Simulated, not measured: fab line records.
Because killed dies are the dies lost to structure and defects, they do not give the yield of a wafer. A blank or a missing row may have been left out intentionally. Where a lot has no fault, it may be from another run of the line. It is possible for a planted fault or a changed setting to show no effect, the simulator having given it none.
Comparing a struck lot with a sound one -- flow rit-cmos -- 15 steps out of a route of 202
Sound: these wafers, L627.3, L627.4, L627.6. The struck wafers were L620.2, L620.5, L620.6. The cause is named last.
Order at every step that has rows: each side's tool, ch and its chambers, its first start. Under that, the readings that differ: sound wafers -- struck wafers -- difference of the means -- sigmas: that difference in standard deviations of wafers without a fault.
alike: readings whose means differ by less than 2 such deviations, and words and numbers that are the same on both sides. not compared: withheld readings, readings that some wafer has no value for, bounds like >300 that may hide the same value, and numbers for which the record gives no deviation and whose values overlap.
The two part at a step that has a row with sigmas, a row that says differs or no value, or rows on one side only. Numbers that don't overlap but have no deviation are shown without sigmas and don't part them. Lack of a reading on every wafer of one side parts them only where that side has two or more wafers.

first, 2 steps without rows for these wafers: RIT_NWELL_PEB_04; RIT_NWELL_DEVELOP_05 (develop time 68 s).
RIT_NWELL_OVL_MEAS_06:
  sound on overlay-02 at day 5 02:04; struck on overlay-01 at day 3 15:53
  alike: NWELL_OVL
then, 2 steps without rows for these wafers: RIT_NWELL_HARDBAKE_07 (time 120 s); RIT_NWELL_IMPLANT_08.
RIT_NWELL_STRIP_09: strips in O2, time 180 s.
  sound on plasma-asher-01 ch 0,1, day 5 02:32; struck on plasma-asher-01 ch 0,1, day 3 16:19
  alike: drypump-motor-current-A
  not compared: rf-hours-counter-h
RIT_NWELL_TW_MEAS_10:
  sound on film-metro-01 at day 5 02:41; struck on film-metro-03 at day 3 16:29
  alike: NWELL_TW
then, 5 steps without rows for these wafers: RIT_PWELL_HMDS_00 (prime time 60 s); RIT_PWELL_COAT_01 (resist thk 1300 nm); RIT_PWELL_SOFTBAKE_02 (time 60 s); RIT_PWELL_EXPOSE_03 (exposes mask M3, target cd 43700 nm); RIT_PWELL_PEB_04.
RIT_PWELL_DEVELOP_05: develop time 68 s.
  sound on litho-track-01 ch 0, day 5 03:00; struck on litho-track-04 ch 0, day 3 17:00
reading,sound,struck,difference,sigmas
developer-temp-C (C),22.92 23.03 23.05,25.54 25.48 25.39,+2.47,+25
RIT_PWELL_OVL_MEAS_06:
  sound on overlay-01 at day 5 03:37; struck on overlay-01 at day 3 17:29
reading,sound,struck,difference,sigmas
PWELL_OVL (nm),1.3 1.3 3.0,-1.8 -1.8 -2.4,-3.9,-3
RIT_M1_PROBE_99:
  sound on prober-02 at day 6 18:47; struck on prober-01 at day 5 06:49
  alike: killed-at-contacts, killed-at-front-end, killed-dies, killed-open, killed-short

## WHERE THEY PART
First at RIT_PWELL_DEVELOP_05; last, within this record, at RIT_PWELL_OVL_MEAS_06. Later steps at which nothing parts them and some readings are alike: RIT_M1_PROBE_99.

WHY: the cause the simulator had injected
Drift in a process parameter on litho-track-04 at RIT_PWELL_DEVELOP_05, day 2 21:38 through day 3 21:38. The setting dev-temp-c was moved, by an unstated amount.
